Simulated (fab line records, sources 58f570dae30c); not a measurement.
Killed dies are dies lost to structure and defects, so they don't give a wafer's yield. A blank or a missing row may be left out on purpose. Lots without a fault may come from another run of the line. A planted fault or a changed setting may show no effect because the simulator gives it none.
Chamber matching | flow berkeley_cmos170 | UCB170_V1_CMP_02 on cmp-02: 4 sister chambers
The step polishes SiO2. 7 wafers are shown with their chamber, then 7 later ones without.

WAFERS WITH THEIR CHAMBER
wafer  | chamber | motor_current_A (A)
L914.5 | 3       | 16.0
L921.4 | 2       | 18.1
L918.4 | 1       | 18.1
L918.5 | 1       | 17.7
L918.6 | 0       | 14.7
L924.1 | 0       | 14.0
L924.2 | 2       | 18.4

WAFERS WITHOUT THEIR CHAMBER
wafer  | motor_current_A (A)
L924.3 | 17.8
L932.1 | 18.8
L932.2 | 18.1
L932.6 | 19.1
L933.2 | 14.1
L933.5 | 18.1
L933.6 | 14.7

WHICH CHAMBER EACH WENT THROUGH
wafer  | from the rows above     | in truth
L924.3 | can't be placed: 1 or 2 | 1
L932.1 | can't be placed: 2 or 1 | 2
L932.2 | can't be placed: 2 or 1 | 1
L932.6 | can't be placed: 2 or 1 | 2
L933.2 | 0                       | 0
L933.5 | can't be placed: 2 or 1 | 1
L933.6 | 0                       | 0
Placed correctly: 2 of 7. Can't be placed from these rows: 5 (the true chamber is among the candidates in 5). Placed wrongly: 0.
How it was worked out, from the rows above alone: a wafer's distance from a chamber is the root of the sum, over the readings, of the square of ((its reading less the chamber's mean) divided by the reading's scatter). The wafer belongs to the nearest chamber; if the next one is less than 2 further off, it can't be placed. A chamber's mean is the mean of its shown wafers. The scatter: the root of (the sum of the squares of (reading less its chamber's mean) over the shown wafers, divided by (wafers less chambers)).
